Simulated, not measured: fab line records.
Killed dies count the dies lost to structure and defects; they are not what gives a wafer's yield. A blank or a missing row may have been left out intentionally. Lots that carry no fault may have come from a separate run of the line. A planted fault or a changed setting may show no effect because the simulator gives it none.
fab line records / flow rit_cmos
record lots=5 wafers=23
route steps=202 shown M1@200
start_h: hours from the record's first day to the start of the lot's first wafer shown / wait_h: hours elapsed since this lot's preceding step / " repeats the value in the row above / L1.1+2: one row covering several wafers at once / - either no value or no given start / * or withheld: withheld / < > ~ a bound
route shown NAME@n: a module of which the file shows steps, and the number in the route of the first / usual: mean/standard deviation of fault-free wafers / same: alike in all rows / chamber/n: place in a boat / sites: the reading at each site / _std_site: the standard deviation of these / _edge_site: the outer-site mean with the inner-site mean subtracted / radius_mm: how far each site lies from the wafer's centre / mask NAME#n: copy n / behind: the tool/chamber that last shaped the wafer / hold: reason for holding the lot/hours on hold/outcome of the hold / device: which transistor (n, p or np) failed to switch / end of line: the same wafers' tests at the end of the route / where a step has no rows: the recipe by itself / killed: the dies lost at the first sort to structure and to defects; this is not the yield of the wafer / map: shows each die of a wafer: x if killed, . if not, _ if none is there
set.NAME: the setting the step ran with; set.NAME@STEP: the setting that earlier step ran with / model.NAME: the simulator's own value behind a step, which no gauge read
lots whose settings were changed on purpose; a table a step, a row a wafer
## steps
# step RIT_M1_ANNEAL_15
# recipe temp_c=450 time_s=1800 ambient=forming_gas_H2N2
lot.wafer=L076.1+3+4+5+6 tool=- chamber=- start_h=- wait_h=0.1 set.time_s=1610
lot.wafer=L077.1+5+6 tool=- chamber=- start_h=72.05 wait_h=1.1 set.time_s=1800
lot.wafer=L078.1+2+4+5+6 tool=- chamber=- start_h=- wait_h=0.1 set.time_s=1657
lot.wafer=L081.1+2+4+5+6 tool=- chamber=- start_h=- wait_h=0.1 set.time_s=1582
lot.wafer=L085.2+3+4+5+6 tool=- chamber=- start_h=- wait_h=0.1 set.time_s=1800
# step RIT_M1_PROBE_99
lot.wafer=L076.1 tool=prober-01 chamber=- start_h=69.42 wait_h=0.1 set.develop_time_s@GATE_DEVELOP_15=50 set.energy_kev@PLDD_IMPLANT_08=20 model.etest.pmos_turned.r_on_ohm_um=3732 model.etest.nmos_0p15.r_on_ohm_um=1176 model.etest.pmos_0p15.r_on_ohm_um=2897 model.etest.nmos_0p3.r_on_ohm_um=2196 model.etest.pldd.rs_ohm_sq=516.3 model.etest.nmos_turned.drive_ua_um=281.6
lot.wafer=L076.3 tool=prober-01 chamber=- start_h=69.52 wait_h=0.2 set.develop_time_s@GATE_DEVELOP_15=50 set.energy_kev@PLDD_IMPLANT_08=19 model.etest.pmos_turned.r_on_ohm_um=3824 model.etest.nmos_0p15.r_on_ohm_um=1138 model.etest.pmos_0p15.r_on_ohm_um=2868 model.etest.nmos_0p3.r_on_ohm_um=2152 model.etest.pldd.rs_ohm_sq=567.1 model.etest.nmos_turned.drive_ua_um=282.6
lot.wafer=L076.4 tool=prober-01 chamber=- start_h=69.57 wait_h=0.2 set.develop_time_s@GATE_DEVELOP_15=50 set.energy_kev@PLDD_IMPLANT_08=20 model.etest.pmos_turned.r_on_ohm_um=3650 model.etest.nmos_0p15.r_on_ohm_um=1076 model.etest.pmos_0p15.r_on_ohm_um=2779 model.etest.nmos_0p3.r_on_ohm_um=2144 model.etest.pldd.rs_ohm_sq=524.2 model.etest.nmos_turned.drive_ua_um=278.7
lot.wafer=L076.5 tool=prober-01 chamber=- start_h=69.62 wait_h=0.2 set.develop_time_s@GATE_DEVELOP_15=56.23 set.energy_kev@PLDD_IMPLANT_08=19 model.etest.pmos_turned.r_on_ohm_um=3363 model.etest.nmos_0p15.r_on_ohm_um=1018 model.etest.pmos_0p15.r_on_ohm_um=2480 model.etest.nmos_0p3.r_on_ohm_um=2035 model.etest.pldd.rs_ohm_sq=563.6 model.etest.nmos_turned.drive_ua_um=321.3
lot.wafer=L076.6 tool=prober-01 chamber=- start_h=69.67 wait_h=0.2 set.develop_time_s@GATE_DEVELOP_15=56.23 set.energy_kev@PLDD_IMPLANT_08=20 model.etest.pmos_turned.r_on_ohm_um=3146 model.etest.nmos_0p15.r_on_ohm_um=918.5 model.etest.pmos_0p15.r_on_ohm_um=2312 model.etest.nmos_0p3.r_on_ohm_um=1965 model.etest.pldd.rs_ohm_sq=512.3 model.etest.nmos_turned.drive_ua_um=323.6
lot.wafer=L077.1 tool=prober-02 chamber=- start_h=73.67 wait_h=0.1 set.develop_time_s@GATE_DEVELOP_15=50 set.energy_kev@PLDD_IMPLANT_08=20 model.etest.pmos_turned.r_on_ohm_um=3404 model.etest.nmos_0p15.r_on_ohm_um=1113 model.etest.pmos_0p15.r_on_ohm_um=2759 model.etest.nmos_0p3.r_on_ohm_um=2111 model.etest.pldd.rs_ohm_sq=526.2 model.etest.nmos_turned.drive_ua_um=336.4
lot.wafer=L077.5 tool=prober-02 chamber=- start_h=73.87 wait_h=0.2 set.develop_time_s@GATE_DEVELOP_15=50 set.energy_kev@PLDD_IMPLANT_08=20 model.etest.pmos_turned.r_on_ohm_um=3296 model.etest.nmos_0p15.r_on_ohm_um=1083 model.etest.pmos_0p15.r_on_ohm_um=2666 model.etest.nmos_0p3.r_on_ohm_um=2098 model.etest.pldd.rs_ohm_sq=489.1 model.etest.nmos_turned.drive_ua_um=354.4
lot.wafer=L077.6 tool=prober-02 chamber=- start_h=73.92 wait_h=0.2 set.develop_time_s@GATE_DEVELOP_15=50 set.energy_kev@PLDD_IMPLANT_08=20 model.etest.pmos_turned.r_on_ohm_um=3420 model.etest.nmos_0p15.r_on_ohm_um=1102 model.etest.pmos_0p15.r_on_ohm_um=2733 model.etest.nmos_0p3.r_on_ohm_um=2104 model.etest.pldd.rs_ohm_sq=516.2 model.etest.nmos_turned.drive_ua_um=337.7
lot.wafer=L078.1 tool=prober-01 chamber=- start_h=77.25 wait_h=0.1 set.develop_time_s@GATE_DEVELOP_15=43.7 set.energy_kev@PLDD_IMPLANT_08=20 model.etest.pmos_turned.r_on_ohm_um=4015 model.etest.nmos_0p15.r_on_ohm_um=1270 model.etest.pmos_0p15.r_on_ohm_um=3366 model.etest.nmos_0p3.r_on_ohm_um=2260 model.etest.pldd.rs_ohm_sq=561 model.etest.nmos_turned.drive_ua_um=303.8
lot.wafer=L078.2 tool=prober-01 chamber=- start_h=77.30 wait_h=0.1 set.develop_time_s@GATE_DEVELOP_15=50 set.energy_kev@PLDD_IMPLANT_08=20 model.etest.pmos_turned.r_on_ohm_um=3234 model.etest.nmos_0p15.r_on_ohm_um=1056 model.etest.pmos_0p15.r_on_ohm_um=2620 model.etest.nmos_0p3.r_on_ohm_um=2054 model.etest.pldd.rs_ohm_sq=521.1 model.etest.nmos_turned.drive_ua_um=365.6
lot.wafer=L078.4 tool=prober-01 chamber=- start_h=77.40 wait_h=0.2 set.develop_time_s@GATE_DEVELOP_15=50 set.energy_kev@PLDD_IMPLANT_08=20 model.etest.pmos_turned.r_on_ohm_um=3380 model.etest.nmos_0p15.r_on_ohm_um=1086 model.etest.pmos_0p15.r_on_ohm_um=2714 model.etest.nmos_0p3.r_on_ohm_um=2070 model.etest.pldd.rs_ohm_sq=547.8 model.etest.nmos_turned.drive_ua_um=346
lot.wafer=L078.5 tool=prober-01 chamber=- start_h=77.45 wait_h=0.2 set.develop_time_s@GATE_DEVELOP_15=43.7 set.energy_kev@PLDD_IMPLANT_08=20 model.etest.pmos_turned.r_on_ohm_um=3943 model.etest.nmos_0p15.r_on_ohm_um=1253 model.etest.pmos_0p15.r_on_ohm_um=3271 model.etest.nmos_0p3.r_on_ohm_um=2239 model.etest.pldd.rs_ohm_sq=546 model.etest.nmos_turned.drive_ua_um=306.5
lot.wafer=L078.6 tool=prober-01 chamber=- start_h=77.50 wait_h=0.2 set.develop_time_s@GATE_DEVELOP_15=50 set.energy_kev@PLDD_IMPLANT_08=20 model.etest.pmos_turned.r_on_ohm_um=3407 model.etest.nmos_0p15.r_on_ohm_um=1117 model.etest.pmos_0p15.r_on_ohm_um=2772 model.etest.nmos_0p3.r_on_ohm_um=2107 model.etest.pldd.rs_ohm_sq=555.7 model.etest.nmos_turned.drive_ua_um=336.3
lot.wafer=L081.1 tool=prober-02 chamber=- start_h=93.43 wait_h=0.1 set.develop_time_s@GATE_DEVELOP_15=50 set.energy_kev@PLDD_IMPLANT_08=21.01 model.etest.pmos_turned.r_on_ohm_um=3102 model.etest.nmos_0p15.r_on_ohm_um=1089 model.etest.pmos_0p15.r_on_ohm_um=2615 model.etest.nmos_0p3.r_on_ohm_um=2096 model.etest.pldd.rs_ohm_sq=481.3 model.etest.nmos_turned.drive_ua_um=387.3
lot.wafer=L081.2 tool=prober-02 chamber=- start_h=93.48 wait_h=0.1 set.develop_time_s@GATE_DEVELOP_15=50 set.energy_kev@PLDD_IMPLANT_08=20 model.etest.pmos_turned.r_on_ohm_um=3216 model.etest.nmos_0p15.r_on_ohm_um=1039 model.etest.pmos_0p15.r_on_ohm_um=2676 model.etest.nmos_0p3.r_on_ohm_um=2067 model.etest.pldd.rs_ohm_sq=520.1 model.etest.nmos_turned.drive_ua_um=377.6
lot.wafer=L081.4 tool=prober-02 chamber=- start_h=93.58 wait_h=0.2 set.develop_time_s@GATE_DEVELOP_15=50 set.energy_kev@PLDD_IMPLANT_08=20 model.etest.pmos_turned.r_on_ohm_um=3241 model.etest.nmos_0p15.r_on_ohm_um=1099 model.etest.pmos_0p15.r_on_ohm_um=2714 model.etest.nmos_0p3.r_on_ohm_um=2122 model.etest.pldd.rs_ohm_sq=517.3 model.etest.nmos_turned.drive_ua_um=384.4
lot.wafer=L081.5 tool=prober-02 chamber=- start_h=93.63 wait_h=0.2 set.develop_time_s@GATE_DEVELOP_15=50 set.energy_kev@PLDD_IMPLANT_08=21.01 model.etest.pmos_turned.r_on_ohm_um=3070 model.etest.nmos_0p15.r_on_ohm_um=1031 model.etest.pmos_0p15.r_on_ohm_um=2583 model.etest.nmos_0p3.r_on_ohm_um=2070 model.etest.pldd.rs_ohm_sq=474.4 model.etest.nmos_turned.drive_ua_um=386.6
lot.wafer=L081.6 tool=prober-02 chamber=- start_h=93.68 wait_h=0.2 set.develop_time_s@GATE_DEVELOP_15=50 set.energy_kev@PLDD_IMPLANT_08=20 model.etest.pmos_turned.r_on_ohm_um=3169 model.etest.nmos_0p15.r_on_ohm_um=1087 model.etest.pmos_0p15.r_on_ohm_um=2673 model.etest.nmos_0p3.r_on_ohm_um=2094 model.etest.pldd.rs_ohm_sq=523.5 model.etest.nmos_turned.drive_ua_um=387.1
lot.wafer=L085.2 tool=prober-02 chamber=- start_h=111.42 wait_h=0.1 set.develop_time_s@GATE_DEVELOP_15=50 set.energy_kev@PLDD_IMPLANT_08=20 model.etest.pmos_turned.r_on_ohm_um=3684 model.etest.nmos_0p15.r_on_ohm_um=1112 model.etest.pmos_0p15.r_on_ohm_um=2777 model.etest.nmos_0p3.r_on_ohm_um=2224 model.etest.pldd.rs_ohm_sq=507.6 model.etest.nmos_turned.drive_ua_um=269.7
lot.wafer=L085.3 tool=prober-02 chamber=- start_h=111.47 wait_h=0.2 set.develop_time_s@GATE_DEVELOP_15=50 set.energy_kev@PLDD_IMPLANT_08=20.97 model.etest.pmos_turned.r_on_ohm_um=3563 model.etest.nmos_0p15.r_on_ohm_um=1111 model.etest.pmos_0p15.r_on_ohm_um=2660 model.etest.nmos_0p3.r_on_ohm_um=2225 model.etest.pldd.rs_ohm_sq=482.4 model.etest.nmos_turned.drive_ua_um=263.4
lot.wafer=L085.4 tool=prober-02 chamber=- start_h=111.52 wait_h=0.2 set.develop_time_s@GATE_DEVELOP_15=50 set.energy_kev@PLDD_IMPLANT_08=20 model.etest.pmos_turned.r_on_ohm_um=3882 model.etest.nmos_0p15.r_on_ohm_um=1187 model.etest.pmos_0p15.r_on_ohm_um=2902 model.etest.nmos_0p3.r_on_ohm_um=2292 model.etest.pldd.rs_ohm_sq=539.9 model.etest.nmos_turned.drive_ua_um=248.1
lot.wafer=L085.5 tool=prober-02 chamber=- start_h=111.57 wait_h=0.2 set.develop_time_s@GATE_DEVELOP_15=50 set.energy_kev@PLDD_IMPLANT_08=20.97 model.etest.pmos_turned.r_on_ohm_um=3507 model.etest.nmos_0p15.r_on_ohm_um=1070 model.etest.pmos_0p15.r_on_ohm_um=2632 model.etest.nmos_0p3.r_on_ohm_um=2205 model.etest.pldd.rs_ohm_sq=470.6 model.etest.nmos_turned.drive_ua_um=272.6
lot.wafer=L085.6 tool=prober-02 chamber=- start_h=111.62 wait_h=0.2 set.develop_time_s@GATE_DEVELOP_15=50 set.energy_kev@PLDD_IMPLANT_08=20.97 model.etest.pmos_turned.r_on_ohm_um=3513 model.etest.nmos_0p15.r_on_ohm_um=1138 model.etest.pmos_0p15.r_on_ohm_um=2669 model.etest.nmos_0p3.r_on_ohm_um=2218 model.etest.pldd.rs_ohm_sq=476.2 model.etest.nmos_turned.drive_ua_um=273.5
# killed by level:class
L077.1 FOX1:geometric_particle:open=2 FOX1:geometric_particle:short=2 GATE:geometric_particle:short=1 REOX:geometric_particle:short=1 SILICIDE:geometric_particle:short=1
L077.5 SILICIDE:geometric_particle:open=2 SPACER:geometric_particle:open=1 SPACER:geometric_particle:short=1 SILICIDE:geometric_particle:short=1
L077.6 FOX1:geometric_particle:short=1 GATE:geometric_particle:open=1 GATE:geometric_particle:short=1
## key
split step=RIT_M1_ANNEAL_15 setting=time_s stated=1800 by=lot
response none clear
split outside_this_file step=RIT_GATE_DEVELOP_15 setting=develop_time_s
split outside_this_file step=RIT_PLDD_IMPLANT_08 setting=energy_kev
# split outside_this_file: this setting was split too, and the file shows its column; the key of that split is in another file
